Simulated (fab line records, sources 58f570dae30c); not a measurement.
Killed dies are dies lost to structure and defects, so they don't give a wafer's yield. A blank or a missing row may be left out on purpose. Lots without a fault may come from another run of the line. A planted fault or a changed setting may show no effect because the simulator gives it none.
A struck lot beside a sound one | flow berkeley_cmos170 | 31 steps out of a route of 331
Sound: wafers L766.2, L766.3, L766.5. Struck: wafer L774.5. (L774.1, L774.3 of the same lot were not struck and are left out.) The cause comes at the end.
At each step with rows: each side's tool, then ch and its chambers, then its first start. Under that, the readings that differ: sound wafers | struck wafers | difference of the means | sigmas: that difference in standard deviations of wafers without a fault.
alike: readings whose means differ by less than 2 such deviations, and words and numbers that are the same on both sides. not compared: withheld readings, readings that some wafer has no value for, bounds like >300 that may hide the same value, and numbers for which the record gives no deviation and whose values overlap.
The two part at a step that has a row with sigmas, a row that says differs or no value, or rows on one side only. Numbers that don't overlap but have no deviation are shown without sigmas and don't part them. A reading that every wafer of one side lacks parts them only if that side has two wafers or more.

first, 6 steps without rows for these wafers: UCB170_V1_HMDS_06 (prime time 60 s); UCB170_V1_COAT_07 (resist thk 900 nm); UCB170_V1_SOFTBAKE_08 (time 60 s); UCB170_V1_EXPOSE_09 (exposes mask VIA1, target cd 700 nm); UCB170_V1_PEB_10; UCB170_V1_DEVELOP_11 (develop time 45 s).
UCB170_V1_CD_MEAS_12: target cd 700 nm.
  sound on cd_sem-01, day 8 19:55; struck on cd_sem-02, day 10 05:39
  alike: cd_nm
UCB170_V1_OVL_MEAS_13:
  sound on overlay-01, day 8 20:01; struck on overlay-02, day 10 05:46
  alike: V1_OVL
UCB170_V1_ETCH_14: etches SiO2 in CHF3/CF4/Ar, stops on Al, target depth 1250 nm, time 291 s.
  sound on rie_diel-04 ch 0,1,2, day 8 20:02; struck on rie_diel-01 ch 3, day 10 05:48
  reading                | sound          | struck | difference | sigmas
  throttle_valve_pct (%) | 6.89 7.01 6.88 | 7.23   | +0.30      | +3
  alike: drypump_motor_current_A, mfc_ar_sccm, oes_product_au
  not compared: rf_hours_counter_h
UCB170_V1_STRIP_15: strips in O2.
  sound on plasma_asher-04 ch 0,1, day 8 20:13; struck on plasma_asher-01 ch 0, day 10 05:59
  reading                     | sound       | struck | difference | sigmas
  drypump_motor_current_A (A) | 5.5 5.5 5.4 | 6.7    | +1.2       | +3
  alike: oes_product_au, strip_time_to_endpoint_s
  not compared: rf_hours_counter_h
UCB170_V1_CD_MEAS_90: target cd 700 nm.
  sound on cd_sem-02, day 8 20:20; struck on cd_sem-02, day 10 06:05
  alike: cd_nm
then, 1 step without rows for these wafers: UCB170_M2_PRE_CLEAN_00 (preclean etch time 60 s).
UCB170_M2_SPUTTER_01: material Al, target thk 900 nm, time 120 s.
  sound on pvd_sputter-04, day 8 20:31; struck on pvd_sputter-04, day 10 06:16
  reading                               | sound         | struck | difference | sigmas
  model.Al_of_M2_SPUTTER_01.thk_nm (nm) | 897 907.5 910 | 1210   | +305       |
  alike: throttle_valve_pct
UCB170_M2_RS_MEAS_02: measures by four-point-probe.
  sound on film_metro-01, day 8 20:37; struck on film_metro-04, day 10 06:21
  reading           | sound                   | struck  | difference | sigmas
  M2_AL_RS (ohm/sq) | 0.03232 0.03187 0.03191 | 0.02379 | -0.00824   | -28
UCB170_M2_THK_MEAS_03: measures by xrf.
  sound on film_metro-01, day 8 20:43; struck on film_metro-04, day 10 06:28
  reading        | sound       | struck | difference | sigmas
  M2_AL_THK (nm) | 900 916 913 | 1203   | +293       | +35
then, 3 steps without rows for these wafers: UCB170_M2_HMDS_04 (prime time 60 s); UCB170_M2_COAT_05 (resist thk 900 nm); UCB170_M2_SOFTBAKE_06 (time 60 s).
UCB170_M2_STRIP_07: strips in O2.
  sound on plasma_asher-01 ch 0,1, day 8 21:13; struck on plasma_asher-03 ch 1, day 10 07:46
  alike: drypump_motor_current_A, oes_product_au, strip_time_to_endpoint_s
  not compared: rf_hours_counter_h
then, 7 steps without rows for these wafers: UCB170_M2_STRIP_08 (strips KrF in DMSO, time 600 s); UCB170_M2_COAT_09; UCB170_M2_COAT_10 (resist thk 900 nm); UCB170_M2_SOFTBAKE_11 (time 60 s); UCB170_M2_EXPOSE_12 (exposes mask METAL2, target cd 700 nm); UCB170_M2_PEB_13; UCB170_M2_DEVELOP_14 (develop time 45 s).
UCB170_M2_CD_MEAS_15: target cd 700 nm.
  sound on cd_sem-02, day 8 22:32; struck on cd_sem-02, day 10 09:40
  alike: cd_nm
UCB170_M2_OVL_MEAS_16:
  sound on overlay-02, day 8 22:38; struck on overlay-01, day 10 09:47
  alike: M2_OVL
UCB170_M2_ETCH_17: etches BARC in N2/H2.
  sound on rie_diel-01 ch 2,3, day 8 22:40; struck on rie_diel-03 ch 3, day 10 09:49
  alike: drypump_motor_current_A, oes_product_au, throttle_valve_pct
UCB170_M2_METAL_ETCH_18: etches Al in Cl2/BCl3, stops on SiO2, target depth 1170 nm, time 195 s.
  sound on rie_metal-04 ch 0,1, day 8 22:43; struck on rie_metal-01 ch 0, day 10 09:51
  reading               | sound             | struck | difference | sigmas
  oes_product_au (a.u.) | 0.859 0.834 0.862 | 0.986  | +0.134     | +10
  alike: drypump_motor_current_A, throttle_valve_pct
  not compared: rf_hours_counter_h
UCB170_M2_STRIP_19: strips in O2.
  sound on plasma_asher-03 ch 0,1, day 8 22:54; struck on plasma_asher-01 ch 0, day 10 10:06
  alike: drypump_motor_current_A, oes_product_au
  not compared: rf_hours_counter_h

WHERE THEY PART
First at UCB170_V1_ETCH_14; last, within this record, at UCB170_M2_METAL_ETCH_18. Later steps at which nothing parts them and some readings are alike: UCB170_M2_STRIP_19.

WHY: what the simulator had put in
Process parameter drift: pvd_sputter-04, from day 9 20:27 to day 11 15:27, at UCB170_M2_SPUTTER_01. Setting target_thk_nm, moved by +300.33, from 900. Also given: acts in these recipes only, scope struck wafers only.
